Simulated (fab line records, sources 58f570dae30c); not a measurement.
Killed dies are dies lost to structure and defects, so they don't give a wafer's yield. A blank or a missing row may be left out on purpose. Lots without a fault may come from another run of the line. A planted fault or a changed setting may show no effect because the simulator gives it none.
A struck lot beside a sound one | flow berkeley_cmos170 | 45 steps out of a route of 331
Sound: wafers L423.1, L423.3, L423.5. Struck: wafers L427.2, L427.3, L427.4. The cause comes at the end.
At each step with rows: each side's tool, then ch and its chambers, then its first start. Under that, the readings that differ: sound wafers | struck wafers | difference of the means | sigmas: that difference in standard deviations of wafers without a fault.
alike: readings whose means differ by less than 2 such deviations, and words and numbers that are the same on both sides. not compared: withheld readings, readings that some wafer has no value for, bounds like >300 that may hide the same value, and numbers for which the record gives no deviation and whose values overlap.
The two part at a step that has a row with sigmas, a row that says differs or no value, or rows on one side only. Numbers that don't overlap but have no deviation are shown without sigmas and don't part them. A reading that every wafer of one side lacks parts them only if that side has two wafers or more.

first, 1 step without rows for these wafers: UCB170_PLDD_STRIP_10 (strips in O2).
UCB170_PLDD_TW_MEAS_11:
  sound on film_metro-03, day 8 06:43; struck on film_metro-03, day 8 21:29
  alike: PLDD_TW
then, 7 steps without rows for these wafers: UCB170_PLDD_CLEAN_12 (cleans in SPM, time 600 s); UCB170_NLDD_HMDS_00 (prime time 60 s); UCB170_NLDD_COAT_01 (resist thk 900 nm); UCB170_NLDD_SOFTBAKE_02 (time 60 s); UCB170_NLDD_EXPOSE_03 (exposes mask NSELECT, target cd 1200 nm); UCB170_NLDD_PEB_04; UCB170_NLDD_DEVELOP_05 (develop time 45 s).
UCB170_NLDD_CD_MEAS_06: target cd 1200 nm.
  sound on cd_sem-01, day 8 08:31; struck on cd_sem-02, day 8 23:41
  alike: cd_nm
UCB170_NLDD_OVL_MEAS_07:
  sound on overlay-01, day 8 08:38; struck on overlay-02, day 8 23:47
  alike: NLDD_OVL
then, 1 step without rows for these wafers: UCB170_NLDD_IMPLANT_08.
UCB170_NLDD_IMPLANT_09:
  sound on implanter-01 ch 0, day 8 08:50; struck on implanter-01 ch 0, day 8 23:59
  reading            | sound                         | struck                      | difference | sigmas
  dose_ions_cm2      | 5.005e+13 5.001e+13 4.994e+13 | 4.409e+13 4.4e+13 4.413e+13 | -5.927e+12 | -99 or more
  faraday_current_uA | 160.5 158.4 157.3             | 139.3 135.4 137.9           | -21.2      | -8
UCB170_NLDD_STRIP_10: strips in O2.
  sound on plasma_asher-04 ch 0,1, day 8 08:59; struck on plasma_asher-01 ch 0,1, day 9 00:07
  alike: drypump_motor_current_A, o2_flow_sccm, oes_product_au, strip_time_to_endpoint_s
  not compared: rf_hours_counter_h
UCB170_NLDD_TW_MEAS_11:
  sound on film_metro-02, day 8 09:05; struck on film_metro-04, day 9 00:16
  alike: NLDD_TW
then, 1 step without rows for these wafers: UCB170_NLDD_CLEAN_12 (cleans in SPM, time 600 s).
UCB170_SPACER_CVD_00: deposits SiO2 from TEOS/O2, target thk 376 nm, time 47 s.
  sound on pecvd-04 ch 1,2, day 8 12:22; struck on pecvd-04 ch 1,2, day 9 00:29
  alike: heater_power_w
UCB170_SPACER_THK_MEAS_01:
  sound on film_metro-04, day 8 12:25; struck on film_metro-04, day 9 00:33
  alike: SPACER_TEOS_THK
then, 1 step without rows for these wafers: UCB170_SPACER_ANNEAL_02 (time 1800 s).
UCB170_SPACER_ETCHBACK_03: etches SiO2 in CHF3/CF4/Ar, stops on Si, target depth 376 nm, time 100 s.
  sound on rie_diel-03 ch 0,1, day 8 16:32; struck on rie_diel-01 ch 0,1,3, day 9 03:55
  alike: drypump_motor_current_A, oes_product_au, throttle_valve_pct
  not compared: rf_hours_counter_h
then, 4 steps without rows for these wafers: UCB170_PSD_HMDS_00 (prime time 60 s); UCB170_PSD_COAT_01 (resist thk 900 nm); UCB170_PSD_SOFTBAKE_02 (time 60 s); UCB170_PSD_EXPOSE_03 (exposes mask PSELECT MOD, target cd 1200 nm).
UCB170_PSD_PEB_04:
  sound on litho_track-01 ch 0, day 8 17:24; struck on litho_track-03 ch 0, day 9 05:11
  alike: exhaust_pa, plate_sensor_t_centre_C, plate_sensor_t_edge_C
then, 1 step without rows for these wafers: UCB170_PSD_DEVELOP_05 (develop time 45 s).
UCB170_PSD_CD_MEAS_06: target cd 1200 nm.
  sound on cd_sem-01, day 8 17:41; struck on cd_sem-01, day 9 05:28
  alike: cd_nm
UCB170_PSD_OVL_MEAS_07:
  sound on overlay-01, day 8 17:48; struck on overlay-01, day 9 05:34
  alike: PSD_OVL
then, 1 step without rows for these wafers: UCB170_PSD_IMPLANT_08.
UCB170_PSD_STRIP_09: strips in O2.
  sound on plasma_asher-02 ch 0,1, day 8 17:59; struck on plasma_asher-02 ch 0,1, day 9 05:45
  alike: drypump_motor_current_A, o2_flow_sccm, oes_product_au, strip_time_to_endpoint_s
  not compared: rf_hours_counter_h
UCB170_PSD_TW_MEAS_10:
  sound on film_metro-02, day 8 18:05; struck on film_metro-02, day 9 05:52
  alike: PSD_TW
then, 7 steps without rows for these wafers: UCB170_PSD_CLEAN_11 (cleans in SPM, time 600 s); UCB170_NSD_HMDS_00 (prime time 60 s); UCB170_NSD_COAT_01 (resist thk 900 nm); UCB170_NSD_SOFTBAKE_02 (time 60 s); UCB170_NSD_EXPOSE_03 (exposes mask NSELECT MOD, target cd 1200 nm); UCB170_NSD_PEB_04; UCB170_NSD_DEVELOP_05 (develop time 45 s).
UCB170_NSD_CD_MEAS_06: target cd 1200 nm.
  sound on cd_sem-02, day 8 21:18; struck on cd_sem-01, day 9 08:48
  alike: cd_nm
UCB170_NSD_OVL_MEAS_07:
  sound on overlay-01, day 8 21:25; struck on overlay-02, day 9 08:55
  alike: NSD_OVL
then, 2 steps without rows for these wafers: UCB170_NSD_IMPLANT_08; UCB170_NSD_STRIP_09 (strips in O2).
UCB170_SDANNEAL_RS_MEAS_05: measures by four-point-probe.
  sound on film_metro-02, day 8 23:52; struck on film_metro-03, day 9 11:38
  reading          | sound             | struck            | difference | sigmas
  NLDD_RS (ohm/sq) | 614.5 616.0 616.5 | 643.9 644.8 644.3 | +28.7      | +19
  not compared: hold
UCB170_SILICIDE_PRE_CLEAN_00: preclean etch time 60 s.
  sound on pvd_sputter-04, day 8 23:59; struck on pvd_sputter-03, day 9 16:28
  reading | sound | struck                                                                     | difference                   | sigmas
  hold    | - - - | await_dispo/4.7h/release await_dispo/4.7h/release await_dispo/4.7h/release | no value on the sound wafers |
UCB170_M3_PROBE_99:
  the record has rows for the sound wafers here (prober-01, day 10 01:20) and none for the struck ones

WHERE THEY PART
First at UCB170_NLDD_IMPLANT_09; last, within this record, at UCB170_M3_PROBE_99.

WHY: what the simulator had put in
Process parameter drift: implanter-01, from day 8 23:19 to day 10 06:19, at UCB170_NLDD_IMPLANT_09. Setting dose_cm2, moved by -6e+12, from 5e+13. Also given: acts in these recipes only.
